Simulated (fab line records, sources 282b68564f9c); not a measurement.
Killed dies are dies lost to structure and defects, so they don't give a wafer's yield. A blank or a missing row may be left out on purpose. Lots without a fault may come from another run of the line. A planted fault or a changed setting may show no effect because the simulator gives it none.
Split-lot experiment | flow rit_cmos | 5 lots, 23 wafers read, on a route of 202 steps

THE SPLIT
At RIT_NRETRO_COAT_01 (resist thk 1300 nm), the setting spin_rpm was moved away from the recipe's 2000 rpm on 10 of the 23 wafers read, by -7.4% to +5.2%. The other wafers ran this setting at the recipe's value.

FROM THE SPLIT TO THE READING: what the file shows between them, 3 steps
- RIT_NRETRO_SOFTBAKE_02: time 60 s
- RIT_NRETRO_EXPOSE_03: exposes mask M4, target cd 43900 nm
- RIT_NRETRO_DEVELOP_05: develop time 68 s

THE READING
NOVOLAK_of_NRETRO_COAT_01.thk_nm (the simulator's own value, which no gauge read), in nm, at RIT_NRETRO_HARDBAKE_07 (time 120 s). The file gives no usual value for it. The 13 wafers here that ran the recipe average 1140 nm, standard deviation 2.6 nm.

wafer  | tool, chamber at the split | spin_rpm as run, rpm | against the recipe | NOVOLAK_of_NRETRO_COAT_01.thk_nm, nm | against lot-mates on the recipe
L074.1 | litho_track-01, 0          | 1889                 | -5.5%              | 1170                                 | +32
L074.2 | litho_track-01, 0          | 1889                 | -5.5%              | 1174                                 | +36
L074.3 | litho_track-01, 0          | 2000                 | recipe             | 1138                                 | -
L074.4 | litho_track-01, 0          | 2000                 | recipe             | 1139                                 | -
L074.6 | litho_track-01, 0          | 1889                 | -5.5%              | 1168                                 | +30
L076.2 | litho_track-02, 0          | 2000                 | recipe             | 1141                                 | -
L076.4 | litho_track-02, 0          | 2000                 | recipe             | 1142                                 | -
L076.6 | litho_track-02, 0          | 2000                 | recipe             | 1143                                 | -
L078.1 | litho_track-02, 0          | 2000                 | recipe             | 1137                                 | -
L078.2 | litho_track-02, 0          | 2105                 | +5.2%              | 1112                                 | -25
L078.3 | litho_track-02, 0          | 2105                 | +5.2%              | 1111                                 | -26
L078.4 | litho_track-02, 0          | 2000                 | recipe             | 1136                                 | -
L078.5 | litho_track-02, 0          | 2000                 | recipe             | 1138                                 | -
L079.1 | litho_track-01, 0          | 1868                 | -6.6%              | 1176                                 | +39
L079.5 | litho_track-01, 0          | 1868                 | -6.6%              | 1176                                 | +39
L079.2 | litho_track-01, 0          | 1868                 | -6.6%              | 1174                                 | +37
L079.4 | litho_track-01, 0          | 2000                 | recipe             | 1138                                 | -
L079.6 | litho_track-01, 0          | 2000                 | recipe             | 1136                                 | -
L083.1 | litho_track-01, 0          | 2000                 | recipe             | 1142                                 | -
L083.2 | litho_track-01, 0          | 2000                 | recipe             | 1144                                 | -
L083.3 | litho_track-01, 0          | 1853                 | -7.4%              | 1186                                 | +44
L083.4 | litho_track-01, 0          | 1853                 | -7.4%              | 1188                                 | +46
L083.5 | litho_track-01, 0          | 2000                 | recipe             | 1140                                 | -

THE FIT
A straight line over all 23 wafers: NOVOLAK_of_NRETRO_COAT_01.thk_nm changes by -5.71 nm for each +1% of spin_rpm; r = -0.99; the points scatter about the line by 3 nm.
The same after taking each lot's own level away (the mean of its wafers on the recipe; 23 wafers): -5.66 nm for each +1%; r = -1.00; scatter 2 nm.
On that fit, the largest move of spin_rpm shifts the reading by 42 nm.
The lots' own levels span 1137.0 to 1142.0 nm, that is 2.0 times the standard deviation above.
So the lot-to-lot level changes the slope little: the two slopes agree.
Check: with one of the wafers moved furthest among these (-7.4%) left out of the fit, the line predicts +42.3 nm for it against its lot-mates. It came out at +44 nm against them.

OTHER SPLITS ON THESE WAFERS
These wafers also went through other splits before the reading. Each is held against what the fit with the lots' levels taken away leaves over:
other split on the same wafers  | wafers away from the commonest value | r with NOVOLAK_of_NRETRO_COAT_01.thk_nm (lot level and that fit taken away)
RIT_ACTIVE_CVD_03 temp_c        | 10                                   | +0.26
RIT_ACTIVE_HARDBAKE_12 temp_c   | 7                                    | -0.19
RIT_PWELL_IMPLANT_08 energy_kev | 6                                    | -0.10

THE WHOLE CHAIN: every reading that the file lists as answering this split, in the file's order
step                   | what it does       | reading                                                                           | change (the file's fit)              | r (the file's)
RIT_NRETRO_COAT_01     | resist thk 1300 nm | NOVOLAK_of_NRETRO_COAT_01.thk_nm (the simulator's own value, which no gauge read) | -6.7 nm for each +1% of the setting  | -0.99
RIT_NRETRO_HARDBAKE_07 | time 120 s         | NOVOLAK_of_NRETRO_COAT_01.thk_nm (the simulator's own value, which no gauge read) | -5.77 nm for each +1% of the setting | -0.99

THE FILE'S OWN FIT
NOVOLAK_of_NRETRO_COAT_01.thk_nm changes by -5.77 nm for each +1% of spin_rpm, r = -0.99.
